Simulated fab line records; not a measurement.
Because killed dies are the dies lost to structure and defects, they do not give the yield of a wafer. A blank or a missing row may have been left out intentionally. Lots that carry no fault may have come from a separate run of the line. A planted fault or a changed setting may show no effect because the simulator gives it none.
Which tool was responsible? || flow rit cmos || 45 wafers from 15 lots sampled at 2 of the route's 202 steps

WHAT THE GAUGES SHOWED, per wafer
RIT_GATE_CD_MEAS_90 targets a cd of 150 nm.
{"lot": "L389", "measured": "day 2 14:53", "on": "cd sem-02", "cd nm (nm)": "150 148 147"}
{"lot": "L391", "measured": "day 3 01:26", "on": "cd sem-02", "cd nm (nm)": "145 148 147"}
{"lot": "L392", "measured": "day 3 05:27", "on": "cd sem-01", "cd nm (nm)": "149 151 149"}
{"lot": "L393", "measured": "day 3 11:59", "on": "cd sem-02", "cd nm (nm)": "149 150 149"}
{"lot": "L394", "measured": "day 3 19:49", "on": "cd sem-01", "cd nm (nm)": "150 149 151"}
{"lot": "L396", "measured": "day 4 01:13", "on": "cd sem-02", "cd nm (nm)": "153 155 154"}
{"lot": "L397", "measured": "day 4 11:25", "on": "cd sem-01", "cd nm (nm)": "141 143 143"}
{"lot": "L398", "measured": "day 4 11:44", "on": "cd sem-02", "cd nm (nm)": "153 157 155"}
{"lot": "L403", "measured": "day 5 12:01", "on": "cd sem-01", "cd nm (nm)": "149 150 148"}
{"lot": "L405", "measured": "day 6 02:01", "on": "cd sem-02", "cd nm (nm)": "- - -"}
{"lot": "L406", "measured": "day 6 08:10", "on": "cd sem-02", "cd nm (nm)": "- - -"}
{"lot": "L407", "measured": "day 6 11:37", "on": "cd sem-01", "cd nm (nm)": "- - -"}
{"lot": "L408", "measured": "day 6 13:04", "on": "cd sem-02", "cd nm (nm)": "150 152 151"}
{"lot": "L410", "measured": "day 7 03:53", "on": "cd sem-01", "cd nm (nm)": "152 150 150"}
{"lot": "L411", "measured": "day 7 08:36", "on": "cd sem-02", "cd nm (nm)": "148 148 146"}

WHICH TOOL RAN EACH LOT (tool, then ch and the chambers of the sampled wafers, then the start)
{"lot": "L389", "RIT_GATE_ETCH_19": "rie si-02 ch 0,1, day 2 14:34"}
{"lot": "L391", "RIT_GATE_ETCH_19": "rie si-02 ch 0,1,2, day 3 01:09"}
{"lot": "L392", "RIT_GATE_ETCH_19": "rie si-01 ch 1,3, day 3 05:10"}
{"lot": "L393", "RIT_GATE_ETCH_19": "rie si-02 ch 1,3, day 3 11:41"}
{"lot": "L394", "RIT_GATE_ETCH_19": "rie si-01 ch 0,1,3, day 3 19:31"}
{"lot": "L396", "RIT_GATE_ETCH_19": "rie si-01 ch 1,2,3, day 4 00:55"}
{"lot": "L397", "RIT_GATE_ETCH_19": "rie si-02 ch 0,2, day 4 11:08"}
{"lot": "L398", "RIT_GATE_ETCH_19": "rie si-01 ch 2,3, day 4 11:25"}
{"lot": "L403", "RIT_GATE_ETCH_19": "rie si-02 ch 0,1,2, day 5 11:44"}
{"lot": "L405", "RIT_GATE_ETCH_19": "rie si-02 ch 1,3, day 6 01:43"}
{"lot": "L406", "RIT_GATE_ETCH_19": "rie si-01 ch 0,1,3, day 6 07:52"}
{"lot": "L407", "RIT_GATE_ETCH_19": "rie si-02 ch 0,2, day 6 11:20"}
{"lot": "L408", "RIT_GATE_ETCH_19": "rie si-01 ch 1,2, day 6 12:43"}
{"lot": "L410", "RIT_GATE_ETCH_19": "rie si-01 ch 1,3, day 7 03:37"}
{"lot": "L411", "RIT_GATE_ETCH_19": "rie si-02 ch 1,2,3, day 7 08:17"}
- RIT_GATE_ETCH_19: etches poly-Si in SF6/CHF3/O2, stops on SiO2, time 165 s, target depth 312.5 nm.

WHAT THE TOOLS THEMSELVES READ (means of the sampled wafers that have a number; where no wafer has one, the mark that the record gives instead)
RIT_GATE_ETCH_19.
{"lot": "L389", "tool": "rie si-02", "CHF3_flow_sccm (sccm)": 30.02, "O2_flow_sccm (sccm)": 4.991, "chamber pressure mTorr (mTorr)": 40.02, "drypump motor current A (A)": 5.8, "oes product au (a.u.)": 0.839, "throttle valve pct (%)": 10.35}
{"lot": "L391", "tool": "rie si-02", "CHF3_flow_sccm (sccm)": 30.10, "O2_flow_sccm (sccm)": 5.011, "chamber pressure mTorr (mTorr)": 39.99, "drypump motor current A (A)": 5.9, "oes product au (a.u.)": 0.841, "throttle valve pct (%)": 10.24}
{"lot": "L392", "tool": "rie si-01", "CHF3_flow_sccm (sccm)": 29.98, "O2_flow_sccm (sccm)": 4.999, "chamber pressure mTorr (mTorr)": 40.01, "drypump motor current A (A)": 5.2, "oes product au (a.u.)": 0.849, "throttle valve pct (%)": 10.25}
{"lot": "L393", "tool": "rie si-02", "CHF3_flow_sccm (sccm)": 30.05, "O2_flow_sccm (sccm)": 4.986, "chamber pressure mTorr (mTorr)": 40.00, "drypump motor current A (A)": 5.3, "oes product au (a.u.)": 0.845, "throttle valve pct (%)": 10.22}
{"lot": "L394", "tool": "rie si-01", "CHF3_flow_sccm (sccm)": 30.04, "O2_flow_sccm (sccm)": 5.003, "chamber pressure mTorr (mTorr)": 40.00, "drypump motor current A (A)": 5.6, "oes product au (a.u.)": 0.843, "throttle valve pct (%)": 10.30}
{"lot": "L396", "tool": "rie si-01", "CHF3_flow_sccm (sccm)": 30.06, "O2_flow_sccm (sccm)": 5.001, "chamber pressure mTorr (mTorr)": 40.00, "drypump motor current A (A)": 5.5, "oes product au (a.u.)": 0.850, "throttle valve pct (%)": 10.36}
{"lot": "L397", "tool": "rie si-02", "CHF3_flow_sccm (sccm)": 29.99, "O2_flow_sccm (sccm)": 4.995, "chamber pressure mTorr (mTorr)": 40.01, "drypump motor current A (A)": 6.2, "oes product au (a.u.)": 0.845, "throttle valve pct (%)": 10.27}
{"lot": "L398", "tool": "rie si-01", "CHF3_flow_sccm (sccm)": 30.01, "O2_flow_sccm (sccm)": 4.996, "chamber pressure mTorr (mTorr)": 40.01, "drypump motor current A (A)": 5.2, "oes product au (a.u.)": 0.850, "throttle valve pct (%)": 10.33}
{"lot": "L403", "tool": "rie si-02", "CHF3_flow_sccm (sccm)": 30.01, "O2_flow_sccm (sccm)": 5.008, "chamber pressure mTorr (mTorr)": 40.03, "drypump motor current A (A)": 5.9, "oes product au (a.u.)": 0.852, "throttle valve pct (%)": 10.24}
{"lot": "L405", "tool": "rie si-02", "CHF3_flow_sccm (sccm)": "-", "O2_flow_sccm (sccm)": "-", "chamber pressure mTorr (mTorr)": "-", "drypump motor current A (A)": "-", "oes product au (a.u.)": "-", "throttle valve pct (%)": "-"}
{"lot": "L406", "tool": "rie si-01", "CHF3_flow_sccm (sccm)": "-", "O2_flow_sccm (sccm)": "-", "chamber pressure mTorr (mTorr)": "-", "drypump motor current A (A)": "-", "oes product au (a.u.)": "-", "throttle valve pct (%)": "-"}
{"lot": "L407", "tool": "rie si-02", "CHF3_flow_sccm (sccm)": "-", "O2_flow_sccm (sccm)": "-", "chamber pressure mTorr (mTorr)": "-", "drypump motor current A (A)": "-", "oes product au (a.u.)": "-", "throttle valve pct (%)": "-"}
{"lot": "L408", "tool": "rie si-01", "CHF3_flow_sccm (sccm)": 29.92, "O2_flow_sccm (sccm)": 4.993, "chamber pressure mTorr (mTorr)": 39.98, "drypump motor current A (A)": 5.8, "oes product au (a.u.)": 0.859, "throttle valve pct (%)": 10.46}
{"lot": "L410", "tool": "rie si-01", "CHF3_flow_sccm (sccm)": 30.08, "O2_flow_sccm (sccm)": 4.993, "chamber pressure mTorr (mTorr)": 40.00, "drypump motor current A (A)": 5.5, "oes product au (a.u.)": 0.851, "throttle valve pct (%)": 10.27}
{"lot": "L411", "tool": "rie si-02", "CHF3_flow_sccm (sccm)": 30.05, "O2_flow_sccm (sccm)": 5.017, "chamber pressure mTorr (mTorr)": 40.01, "drypump motor current A (A)": 5.6, "oes product au (a.u.)": 0.850, "throttle valve pct (%)": 10.17}

THE ANSWER, worked out from the rows above alone
Rule: the lots themselves supply what counts as usual. The widest of any qualifying gaps counts: lots, ordered by their means at a reading, are off when they make up no more than a third of the lots, leave a main group of 4 or more, and stand apart from it by 3 or more times the standard deviation of that group's means. If all means in a main group match to the digits the tables above print for the reading, that group is not used. Also off: a lot with no number at a reading for which 4 or more lots have one. The other lots that the step has rows for count as sound. The gauges are gone through in route order, then the tools' own readings, and for those a lot's mean is taken as printed above. The first step at which some lot is off is used, and at that step the reading that is off furthest; a lot without a number counts as furthest.
Off: L405, L406, L407 (RIT_GATE_CD_MEAS_90, cd nm). Without a number there: L405, L406, L407. The main group: mean 149 nm, standard deviation 3.2.
If a tool, at a process step before that reading, ran all the lots that are off and no sound lot after the first of them, it fits. The gauges at RIT_GATE_CD_MEAS_90 aren't tried: what is off there is off at RIT_GATE_ETCH_19 too, on other tools, and a gauge's error can't cause that. Of those tried, none fits.

WHAT THE SIMULATOR HAD INSERTED
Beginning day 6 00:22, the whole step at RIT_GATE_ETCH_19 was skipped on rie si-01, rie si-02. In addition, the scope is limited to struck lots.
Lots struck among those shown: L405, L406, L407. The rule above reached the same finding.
